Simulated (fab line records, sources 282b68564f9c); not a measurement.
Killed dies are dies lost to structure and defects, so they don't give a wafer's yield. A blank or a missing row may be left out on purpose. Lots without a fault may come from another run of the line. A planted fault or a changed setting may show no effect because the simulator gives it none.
fab line records | flow rit_cmos
record lots=14 wafers=42 last_day=7
route steps=202 shown ACTIVE@2
lots that met no fault: from a run of the same line without faults
start_h: hours from the record's first day to the start of the lot's first wafer shown | wait_h: hours since the lot's step before | " the same as in the row above | L1.1+2: a row that stands for several wafers | - no value, or no start given | * or withheld: withheld | < > ~ a bound
route shown NAME@n: a module of which the file shows steps, and the number in the route of the first | usual: mean/standard deviation of fault-free wafers | same: alike in all rows | chamber/n: place in a boat | sites: the reading at each site | _std_site: their standard deviation | _edge_site: outer sites' mean less inner sites' | radius_mm: how far each site lies from the wafer's centre | mask NAME#n: copy n | behind: the tool/chamber that last shaped the wafer | hold: why the lot was held/for how many hours/how that ended | device: the transistor (n, p or np) that didn't switch | end of line: the same wafers' tests at the end of the route | a step without rows: its recipe alone | killed: dies lost to structure and defects at the first sort, not the wafer's yield | map: a wafer's dies, x killed, . not, _ none there
set.NAME: the setting as run; set.NAME@STEP: as run at that earlier step | model.NAME: the simulator's own value behind a step, which no gauge read
steps of the route over a sample of lots; a table a step, a row a wafer
services: from which hour (start_h, from the record's first day; less than 0 if before it) a tool's chamber was out of use, for how many hours, and why
## steps
# step RIT_ACTIVE_OXIDATION_01
# recipe temp_c=1000 ambient=O2 target_thk_a=468 ox_time_s=3360
# columns lot.wafer tool chamber start_h wait_h
L134.1+3+4 furnace-04 0 10.49 0.5
L136.3+5+6 furnace-04 0 21.96 1.9
L137.1+2+3 furnace-03 0 28.97 3.9
L138.2+3+6 furnace-03 0 32.22 2.2
L140.1+3+5 furnace-01 0 41.15 1.1
L141.3+4+6 furnace-04 0 45.12 0.1
L142.1+3+5 furnace-03 0 50.33 0.3
L143.1+4+6 furnace-04 0 57.54 2.5
L145.1+3+5 furnace-04 0 67.66 2.6
L146.2+4+6 furnace-04 0 71.16 1.1
L148.2+3+5 furnace-01 0 81.19 1.2
L150.1+4+5 furnace-01 0 90.12 0.1
L155.3+4+5 furnace-01 0 116.14 1.1
L156.1+4+6 furnace-03 0 120.12 0.1
# step RIT_ACTIVE_THK_MEAS_02
# recipe reads=SiO2_of_ACTIVE_OXIDATION_01
# usual ACTIVE_OXIDE_THK=46.6/0.89
# columns lot.wafer tool chamber start_h wait_h ACTIVE_OXIDE_THK[nm]
L134.1 film_metro-04 - 12.42 0.0 46.6
L134.3 " - " " 46.8
L134.4 " - " " 46.2
L136.3 film_metro-04 - 23.98 0.1 47.5
L136.5 " - " " 48.1
L136.6 " - " " 47.2
L137.1 film_metro-04 - 30.90 0.0 45.8
L137.2 " - " " 46.3
L137.3 " - " " 45.8
L138.2 film_metro-01 - 34.16 0.0 48.1
L138.3 " - " " 47.7
L138.6 " - " " 47.7
L140.1 film_metro-01 - 43.08 0.0 45.9
L140.3 " - " " 47.2
L140.5 " - " " 46.0
L141.3 film_metro-03 - 47.07 0.0 45.3
L141.4 " - " " 45.5
L141.6 " - " " 45.5
L142.1 film_metro-01 - 52.26 0.0 48.4
L142.3 " - " " 47.5
L142.5 " - " " 47.8
L143.1 film_metro-03 - 59.47 0.0 46.0
L143.4 " - " " 46.9
L143.6 " - " " 45.7
L145.1 film_metro-03 - 69.59 0.0 70.0
L145.3 " - " " 70.5
L145.5 " - " " 70.8
L146.2 film_metro-04 - 73.10 0.0 71.7
L146.4 " - " " 72.3
L146.6 " - " " 71.3
L148.2 film_metro-03 - 83.14 0.0 45.8
L148.3 " - " " 46.4
L148.5 " - " " 45.4
L150.1 film_metro-01 - 92.05 0.0 46.2
L150.4 " - " " 46.0
L150.5 " - " " 46.3
L155.3 film_metro-03 - 118.09 0.0 45.1
L155.4 " - " " 45.6
L155.5 " - " " 44.8
L156.1 film_metro-03 - 122.05 0.0 46.0
L156.4 " - " " 46.1
L156.6 " - " " 47.2
## services
# columns tool chamber start_h hours kind
furnace-04 - -9.11 4.4 pm
furnace-01 - 14.25 3.8 pm
furnace-01 - 18.07 4.0 pm
furnace-03 - 22.35 5.1 pm
furnace-04 - 23.89 11.9 pm
## key
first_sign step=RIT_ACTIVE_THK_MEAS_02 reading=ACTIVE_OXIDE_THK direction=up sigmas=28 usual=46.6 struck=71.1
effect none on later readings
met_at RIT_ACTIVE_OXIDATION_01
struck_lots L145,L146
tester_left_out L145,L146
fault kind=process_parameter_drift tool=furnace-04 chamber=- onset_h=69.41 steps=RIT_ACTIVE_OXIDATION_01 channel=ox_time_s offset=* shape=step end_h=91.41 acts_in=* stated=*
# tester_left_out: of these lots the tester's yield and bins aren't shown, on N5 and GAA mostly nor the transistor test; their killed dies are dies lost to structure and defects alone, not to doping, threshold or leakage, so they don't give the yield
